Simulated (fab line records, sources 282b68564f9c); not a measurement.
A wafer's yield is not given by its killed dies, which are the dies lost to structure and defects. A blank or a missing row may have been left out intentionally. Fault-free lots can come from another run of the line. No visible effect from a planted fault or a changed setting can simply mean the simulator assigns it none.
fab line records ; flow rit_cmos
[record] lots = 14; wafers = 42; last_day = 7
route steps=202 shown SILICIDE@162
lots untouched by any fault: they come from a run of this same line in which no faults occurred
start_h: start of the lot's first displayed wafer, in hours after the record's first day ; wait_h: how many hours have passed since the lot's step before this one ; " identical to the entry in the row above ; L1.1+2: several wafers, shown together as one row ; - value missing, or start not given ; * or withheld: withheld ; < > ~ a bound
route shown NAME@n: names a module that has steps shown in the file, with the first one's number in the route ; usual: average and standard deviation across the fault-free wafers ; same: alike in all rows ; chamber/n: place in a boat ; sites: the reading at each site ; _std_site: how widely they spread, as a standard deviation ; _edge_site: the outer-site mean with the inner-site mean subtracted ; radius_mm: for every site, how far away it sits from the centre of the wafer ; mask NAME#n: copy n ; behind: the most recent tool/chamber to have shaped the wafer ; hold: why the lot went on hold/how many hours it stayed there/how the hold came to an end ; device: transistor that didn't switch, given as n, p or np ; end of line: at the end of the route, the tests of the same wafers ; step lacking rows: just its recipe ; killed: dies lost to structure and defects at the first sort, not the wafer's yield ; map: a wafer's dies, marking killed ones x, the rest . and places with no die _
set.NAME: the setting as run; set.NAME@STEP: as run at that earlier step ; model.NAME: the simulator's own value behind a step, which no gauge read
one table for each step of the route and one row for each wafer, over a sample of lots
services: the hour from which a tool's chamber was out of use, counted from the record's first day as start_h (under 0 if before that day), plus the number of hours and why
[[steps]]
[step RIT_SILICIDE_SPUTTER_01]
[recipe] material = Ti; target_thk_nm = 30; power_w = 354.1; chamber_pressure_pa = 0.667; gas = Ar; time_s = 240; substrate_temp_c = 25
[usual] throttle_valve_pct = 29.8/1.4
lot.wafer;tool;chamber;start_h;wait_h;throttle_valve_pct
L595.1;pvd_sputter-01;-;50.20;0.0;28.4
L595.2;pvd_sputter-01;-;50.20;0.0;32.1
L595.5;pvd_sputter-01;-;50.20;0.0;29.5
L596.2;pvd_sputter-03;-;56.35;0.0;29.6
L596.5;pvd_sputter-03;-;56.35;0.0;31.6
L596.6;pvd_sputter-03;-;56.35;0.0;29.9
L597.1;pvd_sputter-01;-;64.29;0.0;28.1
L597.4;pvd_sputter-01;-;64.29;0.0;28.9
L597.5;pvd_sputter-01;-;64.29;0.0;28.8
L598.1;pvd_sputter-03;-;66.57;0.0;30.9
L598.5;pvd_sputter-03;-;66.57;0.0;30.9
L598.6;pvd_sputter-03;-;66.57;0.0;29.9
L599.2;pvd_sputter-01;-;70.77;0.0;29.5
L599.5;pvd_sputter-01;-;70.77;0.0;28.0
L599.6;pvd_sputter-01;-;70.77;0.0;29.0
L602.1;pvd_sputter-04;-;90.71;0.0;29.9
L602.2;pvd_sputter-04;-;90.71;0.0;28.1
L602.5;pvd_sputter-04;-;90.71;0.0;28.1
L603.2;pvd_sputter-01;-;92.10;0.0;29.5
L603.5;pvd_sputter-01;-;92.10;0.0;29.1
L603.6;pvd_sputter-01;-;92.10;0.0;28.3
L604.1;pvd_sputter-04;-;96.15;0.0;30.5
L604.2;pvd_sputter-04;-;96.15;0.0;28.3
L604.4;pvd_sputter-04;-;96.15;0.0;28.0
L606.1;pvd_sputter-04;-;106.81;0.0;30.6
L606.4;pvd_sputter-04;-;106.81;0.0;28.7
L606.6;pvd_sputter-04;-;106.81;0.0;30.4
L607.1;pvd_sputter-01;-;114.48;0.0;32.3
L607.2;pvd_sputter-01;-;114.48;0.0;29.5
L607.4;pvd_sputter-01;-;114.48;0.0;29.2
L608.2;pvd_sputter-04;-;120.96;0.0;30.4
L608.3;pvd_sputter-04;-;120.96;0.0;28.1
L608.5;pvd_sputter-04;-;120.96;0.0;30.4
L609.2;pvd_sputter-01;-;123.14;0.0;29.5
L609.3;pvd_sputter-01;-;123.14;0.0;29.1
L609.4;pvd_sputter-01;-;123.14;0.0;28.0
L611.1;pvd_sputter-01;-;135.82;0.0;29.4
L611.2;pvd_sputter-01;-;135.82;0.0;28.2
L611.5;pvd_sputter-01;-;135.82;0.0;31.9
L618.1;pvd_sputter-04;-;167.05;0.0;30.3
L618.5;pvd_sputter-04;-;167.05;0.0;30.2
L618.6;pvd_sputter-04;-;167.05;0.0;28.0
[step RIT_SILICIDE_RS_MEAS_02]
[recipe] thk_meas_gauge = four-point-probe; reads = Ti_of_SILICIDE_SPUTTER_01
[usual] SILICIDE_TI_RS = 47.2/0.74
lot.wafer;tool;chamber;start_h;wait_h;SILICIDE_TI_RS[ohm/sq]
L595.1;film_metro-02;-;50.35;0.1;46.5
L595.2;film_metro-02;-;50.35;0.1;47.7
L595.5;film_metro-02;-;50.35;0.1;47.2
L596.2;film_metro-01;-;56.52;0.1;47.3
L596.5;film_metro-01;-;56.52;0.1;46.8
L596.6;film_metro-01;-;56.52;0.1;47.6
L597.1;film_metro-01;-;64.44;0.1;47.4
L597.4;film_metro-01;-;64.44;0.1;47.5
L597.5;film_metro-01;-;64.44;0.1;47.4
L598.1;film_metro-01;-;66.72;0.1;46.0
L598.5;film_metro-01;-;66.72;0.1;45.7
L598.6;film_metro-01;-;66.72;0.1;46.9
L599.2;film_metro-04;-;70.94;0.1;45.8
L599.5;film_metro-04;-;70.94;0.1;46.5
L599.6;film_metro-04;-;70.94;0.1;46.4
L602.1;film_metro-01;-;90.86;0.1;47.9
L602.2;film_metro-01;-;90.86;0.1;48.3
L602.5;film_metro-01;-;90.86;0.1;48.3
L603.2;film_metro-01;-;92.27;0.1;47.6
L603.5;film_metro-01;-;92.27;0.1;47.7
L603.6;film_metro-01;-;92.27;0.1;47.6
L604.1;film_metro-01;-;96.30;0.1;46.6
L604.2;film_metro-01;-;96.30;0.1;49.4
L604.4;film_metro-01;-;96.30;0.1;49.0
L606.1;film_metro-01;-;106.96;0.1;46.5
L606.4;film_metro-01;-;106.96;0.1;47.4
L606.6;film_metro-01;-;106.96;0.1;47.5
L607.1;film_metro-02;-;114.63;0.1;47.4
L607.2;film_metro-02;-;114.63;0.1;46.4
L607.4;film_metro-02;-;114.63;0.1;47.0
L608.2;film_metro-01;-;121.13;0.1;46.9
L608.3;film_metro-01;-;121.13;0.1;47.5
L608.5;film_metro-01;-;121.13;0.1;46.7
L609.2;film_metro-02;-;123.31;0.1;232.6
L609.3;film_metro-02;-;123.31;0.1;231.2
L609.4;film_metro-02;-;123.31;0.1;219.5
L611.1;film_metro-04;-;135.97;0.1;218.7
L611.2;film_metro-04;-;135.97;0.1;223.5
L611.5;film_metro-04;-;135.97;0.1;244.5
L618.1;film_metro-01;-;167.20;0.1;46.4
L618.5;film_metro-01;-;167.20;0.1;47.4
L618.6;film_metro-01;-;167.20;0.1;48.0
[step RIT_SILICIDE_THK_MEAS_03]
[recipe] thk_meas_gauge = xrf; reads = Ti_of_SILICIDE_SPUTTER_01
[usual] SILICIDE_TI_THK = 30.3/0.4
lot.wafer;tool;chamber;start_h;wait_h;SILICIDE_TI_THK[nm]
L595.1;film_metro-02;-;50.47;0.1;30.5
L595.2;film_metro-02;-;50.47;0.1;29.9
L595.5;film_metro-02;-;50.47;0.1;30.2
L596.2;film_metro-01;-;56.63;0.1;30.1
L596.5;film_metro-01;-;56.63;0.1;30.4
L596.6;film_metro-01;-;56.63;0.1;30.1
L597.1;film_metro-01;-;64.56;0.1;30.2
L597.4;film_metro-01;-;64.56;0.1;30.0
L597.5;film_metro-01;-;64.56;0.1;30.1
L598.1;film_metro-01;-;66.84;0.1;30.9
L598.5;film_metro-01;-;66.84;0.1;31.1
L598.6;film_metro-01;-;66.84;0.1;30.3
L599.2;film_metro-04;-;71.05;0.1;31.1
L599.5;film_metro-04;-;71.05;0.1;30.7
L599.6;film_metro-04;-;71.05;0.1;30.8
L602.1;film_metro-01;-;90.98;0.1;29.8
L602.2;film_metro-01;-;90.98;0.1;29.6
L602.5;film_metro-01;-;90.98;0.1;29.7
L603.2;film_metro-01;-;92.38;0.1;30.0
L603.5;film_metro-01;-;92.38;0.1;29.8
L603.6;film_metro-01;-;92.38;0.1;30.1
L604.1;film_metro-01;-;96.42;0.1;30.4
L604.2;film_metro-01;-;96.42;0.1;29.2
L604.4;film_metro-01;-;96.42;0.1;29.4
L606.1;film_metro-01;-;107.08;0.1;30.7
L606.4;film_metro-01;-;107.08;0.1;30.2
L606.6;film_metro-01;-;107.08;0.1;30.2
L607.1;film_metro-02;-;114.75;0.1;29.9
L607.2;film_metro-02;-;114.75;0.1;30.4
L607.4;film_metro-02;-;114.75;0.1;30.2
L608.2;film_metro-01;-;121.24;0.1;30.4
L608.3;film_metro-01;-;121.24;0.1;30.1
L608.5;film_metro-01;-;121.24;0.1;30.7
L609.2;film_metro-02;-;123.42;0.1;8.9
L609.3;film_metro-02;-;123.42;0.1;8.9
L609.4;film_metro-02;-;123.42;0.1;9.3
L611.1;film_metro-04;-;136.09;0.1;9.4
L611.2;film_metro-04;-;136.09;0.1;9.2
L611.5;film_metro-04;-;136.09;0.1;8.7
L618.1;film_metro-01;-;167.32;0.1;30.7
L618.5;film_metro-01;-;167.32;0.1;30.1
L618.6;film_metro-01;-;167.32;0.1;29.9
[[services]]
tool;chamber;start_h;hours;kind
pvd_sputter-04;-;27.55;3.3;repair
pvd_sputter-03;-;32.17;2.1;repair
pvd_sputter-04;-;97.90;2.4;repair
pvd_sputter-04;-;100.49;1.0;repair
[[key]]
[first_sign] step = RIT_SILICIDE_RS_MEAS_02; reading = SILICIDE_TI_RS; direction = up; sigmas = 99+; usual = 47.2; struck = 228.3
[effect] step = RIT_SILICIDE_THK_MEAS_03; reading = SILICIDE_TI_THK; direction = down; sigmas = 53; usual = 30.3; struck = 9.1
met_at RIT_SILICIDE_SPUTTER_01
struck_lots L609,L611
tester_left_out L609,L611
onset_between 114.48 123.14
[fault] kind = process_parameter_drift; tool = pvd_sputter-01; chamber = -; onset_h = 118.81; steps = RIT_SILICIDE_SPUTTER_01; channel = target_thk_nm; offset = -21.118; shape = step; end_h = 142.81; stated = 30
// tester_left_out: of these lots the tester's yield and bins aren't shown, on N5 and GAA mostly nor the transistor test; their killed dies are dies lost to structure and defects alone, not to doping, threshold or leakage, so they don't give the yield
